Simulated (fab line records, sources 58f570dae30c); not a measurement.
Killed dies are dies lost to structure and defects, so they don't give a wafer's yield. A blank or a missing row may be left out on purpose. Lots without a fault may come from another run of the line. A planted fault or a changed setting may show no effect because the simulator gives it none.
One fault seen from 2 desks | flow berkeley_cmos170 | each desk has only its own numbers; what lay behind them comes last

THE TOOL OWNER'S DESK: rie_metal-01
The tool's own readings at UCB170_M3_METAL_ETCH_18 (etches Al in Cl2/BCl3, stops on SiO2, target depth 1170 nm, time 195 s): means of the sampled wafers that have a number, for each lot that ran on this tool. A lot is out of limits, marked OUT, if its mean lies more than 4 standard deviations from the usual mean; the brackets give that distance.
Columns: A = drypump_motor_current_A at UCB170_M3_METAL_ETCH_18, usual 5.5 A; B = he_backside_leak_sccm at UCB170_M3_METAL_ETCH_18, usual 3.23 sccm; C = oes_product_au at UCB170_M3_METAL_ETCH_18, usual 0.858 a.u.; D = rf_fwd_power_W at UCB170_M3_METAL_ETCH_18, usual 597.8 W; E = throttle_valve_pct at UCB170_M3_METAL_ETCH_18, usual 24.39 %
lot  | first seen here | A   | B    | C     | D               | E
L873 | day 7 18:34     | 5.5 | 2.96 | 0.866 | 599.4           | 24.48
L874 | day 8 02:57     | 5.5 | 2.99 | 0.863 | 598.5           | 24.48
L876 | day 8 12:16     | 5.3 | 3.28 | 0.869 | 596.4           | 24.59
L879 | day 9 12:55     | 5.5 | 3.19 | 0.870 | 525.7 (-36) OUT | 24.49
L885 | day 10 17:41    | 5.1 | 3.15 | 0.870 | 522.8 (-37) OUT | 24.69
This desk's finding: out of limits on L879, L885; first on L879, day 9 12:55 (rf_fwd_power_W at UCB170_M3_METAL_ETCH_18). In limits: L873, L874, L876.

THE METROLOGY DESK
What the gauges read, lot by lot, whatever tool the lot ran on: means of the sampled wafers that have a number. A lot is out of limits, marked OUT, if its mean lies more than 4 standard deviations from the usual mean; the brackets give that distance.
Columns: A = cd_nm at UCB170_M3_CD_MEAS_15, usual 699.3 nm; B = cd_nm at UCB170_M3_CD_MEAS_90, usual 700.1 nm
lot  | first seen here | A     | B
L872 | day 7 18:08     | 699.2 | 697.6
L873 | day 7 18:22     | 697.6 | 700.2
L874 | day 8 02:46     | 700.7 | 702.4
L876 | day 8 12:03     | 695.7 | 694.6
L880 | day 9 12:19     | 701.7 | 699.9
L879 | day 9 12:43     | 699.3 | 706.6
L885 | day 10 17:30    | 702.5 | 707.4
L886 | day 10 17:45    | 696.8 | 697.5
L887 | day 10 18:02    | 698.7 | 701.0
L888 | day 11 05:14    | 699.7 | 702.1
L891 | day 11 23:17    | 699.3 | 702.8
L893 | day 12 16:26    | 700.1 | 702.2
L892 | day 12 16:52    | 699.0 | 700.9
L895 | day 13 12:25    | 699.4 | 700.0
This desk's finding: nothing out of limits on any of the 14 lots.

PUT TOGETHER
The tool owner's desk could have raised an alarm at day 9 12:55, on L879, L885.
The metrology desk saw nothing out of limits.
The metrology desk has L879, L885 on record, within its limits.
Of the lots named, all ran UCB170_M3_METAL_ETCH_18 on rie_metal-01.

WHAT THE SIMULATOR HAD PUT IN
Process parameter drift: rie_metal-01, from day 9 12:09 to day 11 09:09, at UCB170_M3_METAL_ETCH_18. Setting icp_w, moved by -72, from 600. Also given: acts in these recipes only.
Lots struck among those shown: L879, L885.
Hours from the fault's start to each desk's first reading out of limits: the tool owner's desk, 1.
